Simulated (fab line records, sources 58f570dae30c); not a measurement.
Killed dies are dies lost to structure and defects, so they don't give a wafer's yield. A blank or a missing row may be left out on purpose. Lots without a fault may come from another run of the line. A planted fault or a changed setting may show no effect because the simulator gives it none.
Split-lot experiment | flow berkeley_cmos170 | 5 lots, 23 wafers read, on a route of 331 steps

THE SPLIT
At UCB170_V1_ETCH_14 (etches SiO2 in CHF3/CF4/Ar, stops on Al, target depth 1250 nm, time 291 s), the setting rf_w was moved away from the recipe's 700 W on 10 of the 23 wafers read, by +4.1% to +11.8%. The other wafers ran this setting at the recipe's value.

The reading is taken at the split's own step.

THE READING
KrF_of_V1_COAT_07.thk_nm (the simulator's own value, which no gauge read), in nm, at UCB170_V1_ETCH_14 (etches SiO2 in CHF3/CF4/Ar, stops on Al, target depth 1250 nm, time 291 s). The file gives no usual value for it. The 13 wafers here that ran the recipe average 610.0 nm, standard deviation 5.6 nm.

wafer  | tool, chamber at the split | rf_w as run, W | against the recipe | KrF_of_V1_COAT_07.thk_nm, nm | against lot-mates on the recipe
L074.1 | rie_diel-02, 1             | 742.8          | +6.1%              | 599.5                        | -11.3
L074.2 | rie_diel-02, 3             | 700            | recipe             | 605.2                        | -
L074.4 | rie_diel-02, 2             | 700            | recipe             | 612.8                        | -
L074.5 | rie_diel-02, 0             | 700            | recipe             | 614.3                        | -
L074.6 | rie_diel-02, 3             | 742.8          | +6.1%              | 597.7                        | -13.1
L076.1 | rie_diel-04, 1             | 728.6          | +4.1%              | 609                          | -4.1
L076.6 | rie_diel-04, 1             | 728.6          | +4.1%              | 609                          | -4.1
L076.2 | rie_diel-04, 0             | 700            | recipe             | 615.7                        | -
L076.3 | rie_diel-04, 3             | 728.6          | +4.1%              | 611.3                        | -1.8
L076.4 | rie_diel-04, 2             | 700            | recipe             | 610.5                        | -
L075.4 | rie_diel-02, 1             | 700            | recipe             | 602.5                        | -
L075.5 | rie_diel-02, 3             | 700            | recipe             | 597.8                        | -
L075.6 | rie_diel-02, 0             | 700            | recipe             | 606.6                        | -
L077.2 | rie_diel-02, 2             | 700            | recipe             | 614.7                        | -
L077.3 | rie_diel-02, 3             | 782.3          | +11.8%             | 589.9                        | -21.1
L077.4 | rie_diel-02, 0             | 782.3          | +11.8%             | 595.9                        | -15.1
L077.5 | rie_diel-02, 3             | 700            | recipe             | 607.2                        | -
L077.6 | rie_diel-02, 2             | 782.3          | +11.8%             | 593.3                        | -17.7
L084.1 | rie_diel-02, 0             | 700            | recipe             | 613.2                        | -
L084.2 | rie_diel-02, 2             | 700            | recipe             | 612.7                        | -
L084.3 | rie_diel-02, 3             | 762.8          | +9.0%              | 590.7                        | -23.7
L084.4 | rie_diel-02, 0             | 700            | recipe             | 617.4                        | -
L084.6 | rie_diel-02, 2             | 762.8          | +9.0%              | 599.4                        | -15.0

THE FIT
A straight line over all 23 wafers: KrF_of_V1_COAT_07.thk_nm changes by -1.5 nm for each +1% of rf_w; r = -0.80; the points scatter about the line by 5.2 nm.
The same after taking each lot's own level away (the mean of its wafers on the recipe; 23 wafers): -1.69 nm for each +1%; r = -0.90; scatter 3.7 nm.
On that fit, the largest move of rf_w shifts the reading by 20 nm.
The lots' own levels span 602.30 to 614.43 nm, that is 2.2 times the standard deviation above.
So the lot-to-lot level blurs the effect unless lot-mates are compared.
Check: with one of the wafers moved furthest among these (+11.8%) left out of the fit, the line predicts -19.3 nm for it against its lot-mates. It came out at -21.1 nm against them.

OTHER SPLITS ON THESE WAFERS
These wafers also went through other splits before the reading. Each is held against what the fit with the lots' levels taken away leaves over:
other split on the same wafers   | wafers away from the commonest value | r with KrF_of_V1_COAT_07.thk_nm (lot level and that fit taken away)
UCB170_SPACER_CVD_00 time_s      | 8                                    | +0.03
UCB170_NSD_COAT_01 resist_thk_nm | 7                                    | -0.30
UCB170_NSD_EXPOSE_03 dose_mj     | 5                                    | +0.19
UCB170_BACKSIDE_COAT_01 spin_rpm | 7                                    | +0.03
UCB170_V1_CVD_00 time_s          | 10                                   | +0.29

THE WHOLE CHAIN: every reading that the file lists as answering this split, in the file's order
step               | what it does                                                              | reading                                                                   | change (the file's fit)              | r (the file's)
UCB170_V1_ETCH_14  | etches SiO2 in CHF3/CF4/Ar, stops on Al, target depth 1250 nm, time 291 s | KrF_of_V1_COAT_07.thk_nm (the simulator's own value, which no gauge read) | -1.73 nm for each +1% of the setting | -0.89
UCB170_V1_STRIP_15 | strips in O2                                                              | strip_time_to_endpoint_s                                                  | withheld for each +1% of the setting | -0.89

THE FILE'S OWN FIT
KrF_of_V1_COAT_07.thk_nm changes by -1.73 nm for each +1% of rf_w, r = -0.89.
